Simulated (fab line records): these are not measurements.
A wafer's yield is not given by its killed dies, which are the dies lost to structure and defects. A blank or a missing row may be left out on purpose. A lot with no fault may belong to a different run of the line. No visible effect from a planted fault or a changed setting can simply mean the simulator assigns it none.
fab line records || flow ritCmos || part 2 of 2: steps 30 to 44 of 44
record {"lots": 5, "wafers": 15, "lastDay": 6}
route steps=202 shown ACTIVE@2 FOX1@20 FOX2@23 NWELL@28 PWELL@39
lots that met no fault: taken from a fault-free run of the same line
startH: hours from the record's first day to the start of the lot's first wafer shown || waitH: how many hours have passed since the lot's step before this one || " identical to the entry in the row above || L1.1+2: several wafers, shown together as one row || - no value present, or no start provided || * or withheld: withheld || < > ~ a bound
route shown NAME@n: a module of which the file shows steps, and the number in the route of the first || usual: mean/standard deviation of fault-free wafers || same: alike in all rows || chamber/n: place in a boat || sites: the reading at each site || _std_site: standard deviation of those values || _edge_site: inner sites' mean taken away from outer sites' mean || radiusMm: how far each site lies from the wafer's centre || mask NAME#n: copy n || behind: the most recent tool/chamber to have shaped the wafer || hold: cause of the lot's hold/its duration in hours/its outcome || device: which transistor (n, p or np) failed to switch || end of line: tests of these same wafers at the route's end || for a step that has no rows: nothing shown but its recipe || killed: count of dies lost to structure and defects at first sort (not the wafer's yield) || map: a wafer's dies, marking killed ones x, the rest . and places with no die _
set.NAME: the setting the step ran with; set.NAME@STEP: the setting that earlier step ran with || model.NAME: the simulator's own value behind a step, which no gauge read
certain route steps with their lots: each step a table, each wafer a row
services: from which hour (startH, from the record's first day; less than 0 if before it) a tool's chamber was out of use, for how many hours, and why
## steps
# step RIT_NWELL_EXPOSE_03
# recipe {"maskId": "M2", "na": 0.57, "targetCdNm": 43900, "doseMj": 250}
# same {"na": 0.57}
{"lot.wafer": "L076.2+4+6", "tool": "ilineStepper-02", "chamber": 0, "startH": 32.15, "waitH": 0.1, "mask": "M2#0"}
{"lot.wafer": "L079.3+4+5", "tool": "ilineStepper-01", "chamber": 0, "startH": 46.88, "waitH": 0.2, "mask": "M2#0"}
{"lot.wafer": "L083.1+4+6", "tool": "ilineStepper-01", "chamber": 0, "startH": 65.53, "waitH": 0.1, "mask": "M2#0"}
{"lot.wafer": "L087.3+4+5", "tool": "ilineStepper-02", "chamber": 0, "startH": 86.40, "waitH": 0.2, "mask": "M2#0"}
{"lot.wafer": "L092.3+5+6", "tool": "ilineStepper-01", "chamber": 0, "startH": 112.53, "waitH": 0.2, "mask": "M2#0"}
# step RIT_NWELL_PEB_04
# recipe {"resist": "NOVOLAK", "tempC": "withheld", "timeS": "withheld"}
{"lot.wafer": "L076.2+4+6", "tool": "lithoTrack-02", "chamber": 0, "startH": 32.27, "waitH": 0.1}
{"lot.wafer": "L079.3+4+5", "tool": "lithoTrack-03", "chamber": 0, "startH": 47.00, "waitH": 0.1}
{"lot.wafer": "L083.1+4+6", "tool": "lithoTrack-02", "chamber": 0, "startH": 65.65, "waitH": 0.1}
{"lot.wafer": "L087.3+4+5", "tool": "lithoTrack-02", "chamber": 0, "startH": 86.56, "waitH": 0.1}
{"lot.wafer": "L092.3+5+6", "tool": "lithoTrack-03", "chamber": 0, "startH": 112.66, "waitH": 0.1}
# step RIT_NWELL_DEVELOP_05
# recipe {"resist": "NOVOLAK", "developTimeS": 68, "devTempC": 23}
{"lot.wafer": "L076.2+4+6", "tool": "lithoTrack-02", "chamber": 0, "startH": "-", "waitH": "-"}
{"lot.wafer": "L079.3+4+5", "tool": "lithoTrack-03", "chamber": 0, "startH": "-", "waitH": "-"}
{"lot.wafer": "L083.1+4+6", "tool": "lithoTrack-02", "chamber": 0, "startH": "-", "waitH": "-"}
{"lot.wafer": "L087.3+4+5", "tool": "lithoTrack-02", "chamber": 0, "startH": "-", "waitH": "-"}
{"lot.wafer": "L092.3+5+6", "tool": "lithoTrack-03", "chamber": 0, "startH": "-", "waitH": "-"}
# step RIT_NWELL_OVL_MEAS_06
# usual {"NWELL_OVL": "0.5/1.4"}
{"lot.wafer": "L076.2", "tool": "overlay-01", "chamber": "-", "startH": 32.57, "waitH": "-", "NWELL_OVL[nm]": 2.9}
{"lot.wafer": "L076.4", "tool": "overlay-01", "chamber": "-", "startH": 32.57, "waitH": "-", "NWELL_OVL[nm]": 2.7}
{"lot.wafer": "L076.6", "tool": "overlay-01", "chamber": "-", "startH": 32.57, "waitH": "-", "NWELL_OVL[nm]": 2.2}
{"lot.wafer": "L079.3", "tool": "overlay-01", "chamber": "-", "startH": 47.28, "waitH": "-", "NWELL_OVL[nm]": 1.2}
{"lot.wafer": "L079.4", "tool": "overlay-01", "chamber": "-", "startH": 47.28, "waitH": "-", "NWELL_OVL[nm]": 0.3}
{"lot.wafer": "L079.5", "tool": "overlay-01", "chamber": "-", "startH": 47.28, "waitH": "-", "NWELL_OVL[nm]": 1.8}
{"lot.wafer": "L083.1", "tool": "overlay-01", "chamber": "-", "startH": 65.96, "waitH": "-", "NWELL_OVL[nm]": 1.4}
{"lot.wafer": "L083.4", "tool": "overlay-01", "chamber": "-", "startH": 65.96, "waitH": "-", "NWELL_OVL[nm]": 1.1}
{"lot.wafer": "L083.6", "tool": "overlay-01", "chamber": "-", "startH": 65.96, "waitH": "-", "NWELL_OVL[nm]": 2.8}
{"lot.wafer": "L087.3", "tool": "overlay-01", "chamber": "-", "startH": 86.83, "waitH": "-", "NWELL_OVL[nm]": 1.4}
{"lot.wafer": "L087.4", "tool": "overlay-01", "chamber": "-", "startH": 86.83, "waitH": "-", "NWELL_OVL[nm]": 1.3}
{"lot.wafer": "L087.5", "tool": "overlay-01", "chamber": "-", "startH": 86.83, "waitH": "-", "NWELL_OVL[nm]": 2.2}
{"lot.wafer": "L092.3", "tool": "overlay-02", "chamber": "-", "startH": 112.93, "waitH": "-", "NWELL_OVL[nm]": -0.6}
{"lot.wafer": "L092.5", "tool": "overlay-02", "chamber": "-", "startH": 112.93, "waitH": "-", "NWELL_OVL[nm]": 1.3}
{"lot.wafer": "L092.6", "tool": "overlay-02", "chamber": "-", "startH": 112.93, "waitH": "-", "NWELL_OVL[nm]": 1.7}
# step RIT_NWELL_HARDBAKE_07
# recipe {"resist": "NOVOLAK", "tempC": 140, "timeS": 120}
# usual {"heaterPowerTotalW": "52.03/0.061"}
{"lot.wafer": "L076.2", "tool": "lithoTrack-03", "chamber": 0, "startH": 32.64, "waitH": 0.1, "heaterPowerTotalW": 51.95}
{"lot.wafer": "L076.4", "tool": "lithoTrack-03", "chamber": 0, "startH": 32.64, "waitH": 0.1, "heaterPowerTotalW": 51.97}
{"lot.wafer": "L076.6", "tool": "lithoTrack-03", "chamber": 0, "startH": 32.64, "waitH": 0.1, "heaterPowerTotalW": 51.98}
{"lot.wafer": "L079.3", "tool": "lithoTrack-01", "chamber": 0, "startH": 47.51, "waitH": 0.2, "heaterPowerTotalW": 52.15}
{"lot.wafer": "L079.4", "tool": "lithoTrack-01", "chamber": 0, "startH": 47.51, "waitH": 0.2, "heaterPowerTotalW": 52.13}
{"lot.wafer": "L079.5", "tool": "lithoTrack-01", "chamber": 0, "startH": 47.51, "waitH": 0.2, "heaterPowerTotalW": 52.07}
{"lot.wafer": "L083.1", "tool": "lithoTrack-01", "chamber": 0, "startH": 66.00, "waitH": 0.0, "heaterPowerTotalW": 52.14}
{"lot.wafer": "L083.4", "tool": "lithoTrack-01", "chamber": 0, "startH": 66.00, "waitH": 0.0, "heaterPowerTotalW": 51.98}
{"lot.wafer": "L083.6", "tool": "lithoTrack-01", "chamber": 0, "startH": 66.00, "waitH": 0.0, "heaterPowerTotalW": 52.10}
{"lot.wafer": "L087.3", "tool": "lithoTrack-03", "chamber": 0, "startH": 86.94, "waitH": 0.1, "heaterPowerTotalW": 52.08}
{"lot.wafer": "L087.4", "tool": "lithoTrack-03", "chamber": 0, "startH": 86.94, "waitH": 0.1, "heaterPowerTotalW": 51.93}
{"lot.wafer": "L087.5", "tool": "lithoTrack-03", "chamber": 0, "startH": 86.94, "waitH": 0.1, "heaterPowerTotalW": 52.05}
{"lot.wafer": "L092.3", "tool": "lithoTrack-01", "chamber": 0, "startH": 113.04, "waitH": 0.1, "heaterPowerTotalW": 52.06}
{"lot.wafer": "L092.5", "tool": "lithoTrack-01", "chamber": 0, "startH": 113.04, "waitH": 0.1, "heaterPowerTotalW": 52.07}
{"lot.wafer": "L092.6", "tool": "lithoTrack-01", "chamber": 0, "startH": 113.04, "waitH": 0.1, "heaterPowerTotalW": 52.05}
# step RIT_NWELL_IMPLANT_08
# recipe {"species": "P", "energyKev": 170, "doseCm2": 5e+13, "tiltDeg": 7}
{"lot.wafer": "L076.2+4+6", "tool": "implanter-03", "chamber": 0, "startH": 32.87, "waitH": 0.2}
{"lot.wafer": "L079.3+4+5", "tool": "implanter-01", "chamber": 0, "startH": 47.72, "waitH": 0.2}
{"lot.wafer": "L083.1+4+6", "tool": "implanter-02", "chamber": 0, "startH": 66.25, "waitH": 0.2}
{"lot.wafer": "L087.3+4+5", "tool": "implanter-02", "chamber": 0, "startH": 87.16, "waitH": 0.2}
{"lot.wafer": "L092.3+5+6", "tool": "implanter-03", "chamber": 0, "startH": 113.26, "waitH": 0.2}
# step RIT_NWELL_STRIP_09
# recipe {"chemistry": "O2", "timeS": 180, "resist": "NOVOLAK", "platenTempC": "withheld", "powerW": 500, "pressureMtorr": 4000, "o2FlowSccm": 4000}
# usual {"drypumpMotorCurrentA": "5.6/0.4"}
{"lot.wafer": "L076.2", "tool": "plasmaAsher-01", "chamber": 0, "startH": 33.00, "waitH": 0.1, "drypumpMotorCurrentA": 5.9, "rfHoursCounterH": 40}
{"lot.wafer": "L076.4", "tool": "plasmaAsher-01", "chamber": 0, "startH": 33.00, "waitH": 0.1, "drypumpMotorCurrentA": 5.9, "rfHoursCounterH": "-"}
{"lot.wafer": "L076.6", "tool": "plasmaAsher-01", "chamber": 1, "startH": 33.00, "waitH": 0.1, "drypumpMotorCurrentA": 5.8, "rfHoursCounterH": "-"}
{"lot.wafer": "L079.3", "tool": "plasmaAsher-02", "chamber": 0, "startH": 47.88, "waitH": 0.1, "drypumpMotorCurrentA": 5.6, "rfHoursCounterH": "-"}
{"lot.wafer": "L079.4", "tool": "plasmaAsher-02", "chamber": 1, "startH": 47.88, "waitH": 0.1, "drypumpMotorCurrentA": 4.9, "rfHoursCounterH": "-"}
{"lot.wafer": "L079.5", "tool": "plasmaAsher-02", "chamber": 0, "startH": 47.88, "waitH": 0.1, "drypumpMotorCurrentA": 5.6, "rfHoursCounterH": "-"}
{"lot.wafer": "L083.1", "tool": "plasmaAsher-02", "chamber": 1, "startH": 66.40, "waitH": 0.1, "drypumpMotorCurrentA": 4.9, "rfHoursCounterH": 41}
{"lot.wafer": "L083.4", "tool": "plasmaAsher-02", "chamber": 1, "startH": 66.40, "waitH": 0.1, "drypumpMotorCurrentA": 4.9, "rfHoursCounterH": "-"}
{"lot.wafer": "L083.6", "tool": "plasmaAsher-02", "chamber": 1, "startH": 66.40, "waitH": 0.1, "drypumpMotorCurrentA": 4.9, "rfHoursCounterH": "-"}
{"lot.wafer": "L087.3", "tool": "plasmaAsher-02", "chamber": 0, "startH": 87.31, "waitH": 0.1, "drypumpMotorCurrentA": 5.6, "rfHoursCounterH": "-"}
{"lot.wafer": "L087.4", "tool": "plasmaAsher-02", "chamber": 1, "startH": 87.31, "waitH": 0.1, "drypumpMotorCurrentA": 4.9, "rfHoursCounterH": "-"}
{"lot.wafer": "L087.5", "tool": "plasmaAsher-02", "chamber": 0, "startH": 87.31, "waitH": 0.1, "drypumpMotorCurrentA": 5.6, "rfHoursCounterH": "-"}
{"lot.wafer": "L092.3", "tool": "plasmaAsher-02", "chamber": 1, "startH": 113.42, "waitH": 0.1, "drypumpMotorCurrentA": 4.9, "rfHoursCounterH": "-"}
{"lot.wafer": "L092.5", "tool": "plasmaAsher-02", "chamber": 1, "startH": 113.42, "waitH": 0.1, "drypumpMotorCurrentA": 4.9, "rfHoursCounterH": "-"}
{"lot.wafer": "L092.6", "tool": "plasmaAsher-02", "chamber": 0, "startH": 113.42, "waitH": 0.1, "drypumpMotorCurrentA": 5.6, "rfHoursCounterH": "-"}
# step RIT_NWELL_TW_MEAS_10
# usual {"NWELL_TW": "2137/9.7"}
{"lot.wafer": "L076.2", "tool": "filmMetro-01", "chamber": "-", "startH": 33.18, "waitH": 0.1, "NWELL_TW": 2150}
{"lot.wafer": "L076.4", "tool": "filmMetro-01", "chamber": "-", "startH": 33.18, "waitH": 0.1, "NWELL_TW": 2132}
{"lot.wafer": "L076.6", "tool": "filmMetro-01", "chamber": "-", "startH": 33.18, "waitH": 0.1, "NWELL_TW": 2140}
{"lot.wafer": "L079.3", "tool": "filmMetro-03", "chamber": "-", "startH": 48.02, "waitH": 0.1, "NWELL_TW": 2127}
{"lot.wafer": "L079.4", "tool": "filmMetro-03", "chamber": "-", "startH": 48.02, "waitH": 0.1, "NWELL_TW": 2125}
{"lot.wafer": "L079.5", "tool": "filmMetro-03", "chamber": "-", "startH": 48.02, "waitH": 0.1, "NWELL_TW": 2130}
{"lot.wafer": "L083.1", "tool": "filmMetro-01", "chamber": "-", "startH": 66.57, "waitH": 0.1, "NWELL_TW": 2125}
{"lot.wafer": "L083.4", "tool": "filmMetro-01", "chamber": "-", "startH": 66.57, "waitH": 0.1, "NWELL_TW": 2139}
{"lot.wafer": "L083.6", "tool": "filmMetro-01", "chamber": "-", "startH": 66.57, "waitH": 0.1, "NWELL_TW": 2132}
{"lot.wafer": "L087.3", "tool": "filmMetro-02", "chamber": "-", "startH": 87.45, "waitH": 0.1, "NWELL_TW": 2152}
{"lot.wafer": "L087.4", "tool": "filmMetro-02", "chamber": "-", "startH": 87.45, "waitH": 0.1, "NWELL_TW": 2159}
{"lot.wafer": "L087.5", "tool": "filmMetro-02", "chamber": "-", "startH": 87.45, "waitH": 0.1, "NWELL_TW": 2149}
{"lot.wafer": "L092.3", "tool": "filmMetro-01", "chamber": "-", "startH": 113.55, "waitH": 0.1, "NWELL_TW": 2132}
{"lot.wafer": "L092.5", "tool": "filmMetro-01", "chamber": "-", "startH": 113.55, "waitH": 0.1, "NWELL_TW": 2137}
{"lot.wafer": "L092.6", "tool": "filmMetro-01", "chamber": "-", "startH": 113.55, "waitH": 0.1, "NWELL_TW": 2143}
# step RIT_PWELL_HMDS_00
# recipe {"primeTimeS": 60, "primeTempC": 140}
{"lot.wafer": "L076.2+4+6", "tool": "lithoTrack-02", "chamber": 0, "startH": 33.26, "waitH": 0.1}
{"lot.wafer": "L079.3+4+5", "tool": "lithoTrack-03", "chamber": 0, "startH": 48.11, "waitH": 0.1}
{"lot.wafer": "L083.1+4+6", "tool": "lithoTrack-04", "chamber": 0, "startH": 66.63, "waitH": 0.1}
{"lot.wafer": "L087.3+4+5", "tool": "lithoTrack-03", "chamber": 0, "startH": 87.54, "waitH": 0.1}
{"lot.wafer": "L092.3+5+6", "tool": "lithoTrack-04", "chamber": 0, "startH": 113.64, "waitH": 0.1}
# step RIT_PWELL_COAT_01
# recipe {"resist": "NOVOLAK", "spinRpm": 2000, "resistThkNm": 1300}
{"lot.wafer": "L076.2+4+6", "tool": "lithoTrack-02", "chamber": 0, "startH": 33.41, "waitH": 0.1}
{"lot.wafer": "L079.3+4+5", "tool": "lithoTrack-03", "chamber": 0, "startH": 48.26, "waitH": 0.1}
{"lot.wafer": "L083.1+4+6", "tool": "lithoTrack-04", "chamber": 0, "startH": 66.78, "waitH": 0.1}
{"lot.wafer": "L087.3+4+5", "tool": "lithoTrack-03", "chamber": 0, "startH": 87.69, "waitH": 0.1}
{"lot.wafer": "L092.3+5+6", "tool": "lithoTrack-04", "chamber": 0, "startH": 113.79, "waitH": 0.1}
# step RIT_PWELL_SOFTBAKE_02
# recipe {"resist": "NOVOLAK", "tempC": 90, "timeS": 60}
# usual {"heaterPowerTotalW": "34.57/0.053"}
{"lot.wafer": "L076.2", "tool": "lithoTrack-02", "chamber": 0, "startH": 33.56, "waitH": 0.1, "heaterPowerTotalW": 34.64}
{"lot.wafer": "L076.4", "tool": "lithoTrack-02", "chamber": 0, "startH": 33.56, "waitH": 0.1, "heaterPowerTotalW": 34.53}
{"lot.wafer": "L076.6", "tool": "lithoTrack-02", "chamber": 0, "startH": 33.56, "waitH": 0.1, "heaterPowerTotalW": 34.66}
{"lot.wafer": "L079.3", "tool": "lithoTrack-03", "chamber": 0, "startH": 48.41, "waitH": 0.1, "heaterPowerTotalW": 34.53}
{"lot.wafer": "L079.4", "tool": "lithoTrack-03", "chamber": 0, "startH": 48.41, "waitH": 0.1, "heaterPowerTotalW": 34.54}
{"lot.wafer": "L079.5", "tool": "lithoTrack-03", "chamber": 0, "startH": 48.41, "waitH": 0.1, "heaterPowerTotalW": 34.51}
{"lot.wafer": "L083.1", "tool": "lithoTrack-04", "chamber": 0, "startH": 66.93, "waitH": 0.1, "heaterPowerTotalW": 34.61}
{"lot.wafer": "L083.4", "tool": "lithoTrack-04", "chamber": 0, "startH": 66.93, "waitH": 0.1, "heaterPowerTotalW": 34.68}
{"lot.wafer": "L083.6", "tool": "lithoTrack-04", "chamber": 0, "startH": 66.93, "waitH": 0.1, "heaterPowerTotalW": 34.55}
{"lot.wafer": "L087.3", "tool": "lithoTrack-03", "chamber": 0, "startH": 87.84, "waitH": 0.1, "heaterPowerTotalW": 34.51}
{"lot.wafer": "L087.4", "tool": "lithoTrack-03", "chamber": 0, "startH": 87.84, "waitH": 0.1, "heaterPowerTotalW": 34.52}
{"lot.wafer": "L087.5", "tool": "lithoTrack-03", "chamber": 0, "startH": 87.84, "waitH": 0.1, "heaterPowerTotalW": 34.58}
{"lot.wafer": "L092.3", "tool": "lithoTrack-04", "chamber": 0, "startH": 113.94, "waitH": 0.1, "heaterPowerTotalW": 34.66}
{"lot.wafer": "L092.5", "tool": "lithoTrack-04", "chamber": 0, "startH": 113.94, "waitH": 0.1, "heaterPowerTotalW": 34.61}
{"lot.wafer": "L092.6", "tool": "lithoTrack-04", "chamber": 0, "startH": 113.94, "waitH": 0.1, "heaterPowerTotalW": 34.59}
# step RIT_PWELL_EXPOSE_03
# recipe {"maskId": "M3", "na": 0.57, "targetCdNm": 43700, "doseMj": 250}
# same {"na": 0.57}
{"lot.wafer": "L076.2+4+6", "tool": "ilineStepper-02", "chamber": 0, "startH": 33.70, "waitH": 0.1, "mask": "M3#0"}
{"lot.wafer": "L079.3+4+5", "tool": "ilineStepper-01", "chamber": 0, "startH": 48.55, "waitH": 0.1, "mask": "M3#0"}
{"lot.wafer": "L083.1+4+6", "tool": "ilineStepper-02", "chamber": 0, "startH": 67.21, "waitH": 0.2, "mask": "M3#0"}
{"lot.wafer": "L087.3+4+5", "tool": "ilineStepper-01", "chamber": 0, "startH": 87.98, "waitH": 0.1, "mask": "M3#0"}
{"lot.wafer": "L092.3+5+6", "tool": "ilineStepper-01", "chamber": 0, "startH": 114.08, "waitH": 0.1, "mask": "M3#0"}
# step RIT_PWELL_PEB_04
# recipe {"resist": "NOVOLAK", "tempC": "withheld", "timeS": "withheld"}
{"lot.wafer": "L076.2+4+6", "tool": "lithoTrack-04", "chamber": 0, "startH": 33.82, "waitH": 0.1}
{"lot.wafer": "L079.3+4+5", "tool": "lithoTrack-03", "chamber": 0, "startH": 48.68, "waitH": 0.1}
{"lot.wafer": "L083.1+4+6", "tool": "lithoTrack-02", "chamber": 0, "startH": 67.32, "waitH": 0.1}
{"lot.wafer": "L087.3+4+5", "tool": "lithoTrack-03", "chamber": 0, "startH": 88.11, "waitH": 0.1}
{"lot.wafer": "L092.3+5+6", "tool": "lithoTrack-04", "chamber": 0, "startH": 114.21, "waitH": 0.1}
# step RIT_PWELL_DEVELOP_05
# recipe {"resist": "NOVOLAK", "developTimeS": 68, "devTempC": 23}
{"lot.wafer": "L076.2+4+6", "tool": "lithoTrack-04", "chamber": 0, "startH": "-", "waitH": "-"}
{"lot.wafer": "L079.3+4+5", "tool": "lithoTrack-03", "chamber": 0, "startH": "-", "waitH": "-"}
{"lot.wafer": "L083.1+4+6", "tool": "lithoTrack-02", "chamber": 0, "startH": "-", "waitH": "-"}
{"lot.wafer": "L087.3+4+5", "tool": "lithoTrack-03", "chamber": 0, "startH": "-", "waitH": "-"}
{"lot.wafer": "L092.3+5+6", "tool": "lithoTrack-04", "chamber": 0, "startH": "-", "waitH": "-"}
# step RIT_PWELL_OVL_MEAS_06
# usual {"PWELL_OVL": "-0.1/1.3"}
{"lot.wafer": "L076.2", "tool": "overlay-01", "chamber": "-", "startH": 34.12, "waitH": "-", "PWELL_OVL[nm]": -0.3}
{"lot.wafer": "L076.4", "tool": "overlay-01", "chamber": "-", "startH": 34.12, "waitH": "-", "PWELL_OVL[nm]": -1.4}
{"lot.wafer": "L076.6", "tool": "overlay-01", "chamber": "-", "startH": 34.12, "waitH": "-", "PWELL_OVL[nm]": -0.3}
{"lot.wafer": "L079.3", "tool": "overlay-01", "chamber": "-", "startH": 48.95, "waitH": "-", "PWELL_OVL[nm]": 0.0}
{"lot.wafer": "L079.4", "tool": "overlay-01", "chamber": "-", "startH": 48.95, "waitH": "-", "PWELL_OVL[nm]": 1.0}
{"lot.wafer": "L079.5", "tool": "overlay-01", "chamber": "-", "startH": 48.95, "waitH": "-", "PWELL_OVL[nm]": 0.2}
{"lot.wafer": "L083.1", "tool": "overlay-02", "chamber": "-", "startH": 67.64, "waitH": "-", "PWELL_OVL[nm]": -0.1}
{"lot.wafer": "L083.4", "tool": "overlay-02", "chamber": "-", "startH": 67.64, "waitH": "-", "PWELL_OVL[nm]": 1.9}
{"lot.wafer": "L083.6", "tool": "overlay-02", "chamber": "-", "startH": 67.64, "waitH": "-", "PWELL_OVL[nm]": -0.1}
{"lot.wafer": "L087.3", "tool": "overlay-02", "chamber": "-", "startH": 88.38, "waitH": "-", "PWELL_OVL[nm]": -2.8}
{"lot.wafer": "L087.4", "tool": "overlay-02", "chamber": "-", "startH": 88.38, "waitH": "-", "PWELL_OVL[nm]": -1.0}
{"lot.wafer": "L087.5", "tool": "overlay-02", "chamber": "-", "startH": 88.38, "waitH": "-", "PWELL_OVL[nm]": 0.3}
{"lot.wafer": "L092.3", "tool": "overlay-01", "chamber": "-", "startH": 114.48, "waitH": "-", "PWELL_OVL[nm]": 1.0}
{"lot.wafer": "L092.5", "tool": "overlay-01", "chamber": "-", "startH": 114.48, "waitH": "-", "PWELL_OVL[nm]": 1.7}
{"lot.wafer": "L092.6", "tool": "overlay-01", "chamber": "-", "startH": 114.48, "waitH": "-", "PWELL_OVL[nm]": 0.2}
## services
{"tool": "furnace-03", "chamber": "-", "startH": 4.57, "hours": 4.1, "kind": "pm"}
{"tool": "furnace-04", "chamber": "-", "startH": 6.28, "hours": 3.2, "kind": "pm"}
{"tool": "implanter-01", "chamber": "-", "startH": 7.47, "hours": 5.2, "kind": "pm"}
{"tool": "ilineStepper-02", "chamber": "-", "startH": 7.72, "hours": 0.9, "kind": "repair"}
{"tool": "wetBench-03", "chamber": "-", "startH": 10.26, "hours": 0.8, "kind": "repair"}
{"tool": "rieDiel-04", "chamber": 2, "startH": 14.79, "hours": 2.4, "kind": "repair"}
{"tool": "ilineStepper-01", "chamber": "-", "startH": 16.19, "hours": 2.0, "kind": "repair"}
{"tool": "rieDiel-04", "chamber": 1, "startH": 19.58, "hours": 10.2, "kind": "repair"}
{"tool": "rieDiel-04", "chamber": 2, "startH": 30.47, "hours": 10.7, "kind": "repair"}
{"tool": "ilineStepper-02", "chamber": 0, "startH": 39.55, "hours": "-", "kind": "calibration"}
{"tool": "wetBench-01", "chamber": "-", "startH": 41.14, "hours": 2.9, "kind": "repair"}
{"tool": "furnace-02", "chamber": "-", "startH": 62.14, "hours": 2.9, "kind": "pm"}
{"tool": "furnace-02", "chamber": "-", "startH": 65.08, "hours": 3.3, "kind": "pm"}
{"tool": "implanter-03", "chamber": "-", "startH": 67.24, "hours": 5.5, "kind": "repair"}
{"tool": "ilineStepper-02", "chamber": "-", "startH": 72.14, "hours": 4.4, "kind": "pm"}
{"tool": "plasmaAsher-02", "chamber": "-", "startH": 75.76, "hours": 0.5, "kind": "repair"}
{"tool": "lpcvd-02", "chamber": "-", "startH": 79.42, "hours": 28.1, "kind": "pm"}
{"tool": "furnace-04", "chamber": "-", "startH": 80.28, "hours": 2.5, "kind": "repair"}
{"tool": "plasmaAsher-01", "chamber": "-", "startH": 81.88, "hours": 3.2, "kind": "repair"}
{"tool": "rieDiel-04", "chamber": "-", "startH": 91.95, "hours": 0.8, "kind": "repair"}
{"tool": "furnace-01", "chamber": "-", "startH": 102.05, "hours": 4.2, "kind": "pm"}
{"tool": "ilineStepper-02", "chamber": "-", "startH": 102.30, "hours": 0.7, "kind": "repair"}
{"tool": "plasmaAsher-01", "chamber": "-", "startH": 108.75, "hours": 9.0, "kind": "pm"}
{"tool": "plasmaAsher-01", "chamber": "-", "startH": 110.76, "hours": 0.7, "kind": "repair"}
